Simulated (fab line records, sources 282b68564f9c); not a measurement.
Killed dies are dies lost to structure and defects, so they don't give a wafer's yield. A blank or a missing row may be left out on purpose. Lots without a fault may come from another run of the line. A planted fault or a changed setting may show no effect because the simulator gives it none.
A struck lot beside a sound one | flow rit_cmos | 15 steps out of a route of 202
Sound: wafers L987.2, L987.4, L987.5. Struck: wafers L992.1, L992.2, L992.5. The cause comes at the end.
At each step with rows: each side's tool, then ch and its chambers, then its first start. Under that, the readings that differ: sound wafers | struck wafers | difference of the means | sigmas: that difference in standard deviations of wafers without a fault.
alike: readings whose means differ by less than 2 such deviations, and words and numbers that are the same on both sides. not compared: withheld readings, readings that some wafer has no value for, bounds like >300 that may hide the same value, and numbers for which the record gives no deviation and whose values overlap.
The two part at a step that has a row with sigmas, a row that says differs or no value, or rows on one side only. Numbers that don't overlap but have no deviation are shown without sigmas and don't part them. A reading that every wafer of one side lacks parts them only if that side has two wafers or more.

first, 1 step without rows for these wafers: RIT_SILICIDE_WET_ETCH_00 (etches SiO2 in BOE, target depth 14 nm, time 15 s).
RIT_SILICIDE_SPUTTER_01: material Ti, target thk 30 nm, time 240 s.
  sound on pvd_sputter-03, day 4 02:34; struck on pvd_sputter-03, day 4 23:56
  alike: throttle_valve_pct
RIT_SILICIDE_RS_MEAS_02: measures by four-point-probe.
  sound on film_metro-04, day 4 02:44; struck on film_metro-04, day 5 00:05
  alike: SILICIDE_TI_RS
RIT_SILICIDE_THK_MEAS_03: measures by xrf.
  sound on film_metro-04, day 4 02:50; struck on film_metro-04, day 5 00:12
  alike: SILICIDE_TI_THK
RIT_SILICIDE_RTA_04: time 10 s, ramp up 5 s, ramp down 5 s.
  sound on rtp_anneal-01 ch 0, day 4 02:54; struck on rtp_anneal-02 ch 0, day 5 00:16
  alike: wafer_temp_C_max
then, 1 step without rows for these wafers: RIT_SILICIDE_WET_ETCH_05 (etches Ti in SPM, time 120 s).
RIT_SILICIDE_RTA_06: time 10 s, ramp up 5 s, ramp down 10 s.
  sound on rtp_anneal-02 ch 0, day 4 03:01; struck on rtp_anneal-01 ch 0, day 5 00:23
  alike: wafer_temp_C_max
RIT_CONTACT_CVD_00: deposits SiO2 from TEOS, target thk 400 nm, time 61 s.
  sound on pecvd-03 ch 0,2, day 4 03:04; struck on pecvd-01 ch 0,1,2, day 5 00:26
  alike: heater_power_w
RIT_CONTACT_THK_MEAS_01:
  sound on film_metro-02, day 4 03:10; struck on film_metro-01, day 5 00:29
  alike: CONTACT_TEOS_THK
then, 3 steps without rows for these wafers: RIT_CONTACT_HMDS_02 (prime time 60 s); RIT_CONTACT_COAT_03 (resist thk 1000 nm); RIT_CONTACT_SOFTBAKE_04 (time 60 s).
RIT_CONTACT_EXPOSE_05: exposes mask M11, target cd 1000 nm.
  sound on iline_stepper-01 ch 0, day 4 03:48; struck on iline_stepper-02 ch 0, day 5 01:00
  reading                         | sound                | struck               | difference | sigmas
  exposure_dose_mJ_cm2            | 250.01 249.31 249.52 | 250.17 250.00 250.47 | +0.60      | +2
  model.CONTACT.overlay_x_nm (nm) | -1.007 -1.007 -1.007 | 0.8377 0.8377 0.8377 | +1.8447    |
  alike: mask
then, 1 step without rows for these wafers: RIT_CONTACT_PEB_06.
RIT_M1_PROBE_99:
  the record has rows for the struck wafers here (prober-01, day 5 07:05) and none for the sound ones

WHERE THEY PART
First at RIT_CONTACT_EXPOSE_05; last, within this record, at RIT_M1_PROBE_99.

WHY: what the simulator had put in
Scanner matching overlay: iline_stepper-02, from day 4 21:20 on, at RIT_CONTACT_EXPOSE_05. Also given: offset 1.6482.
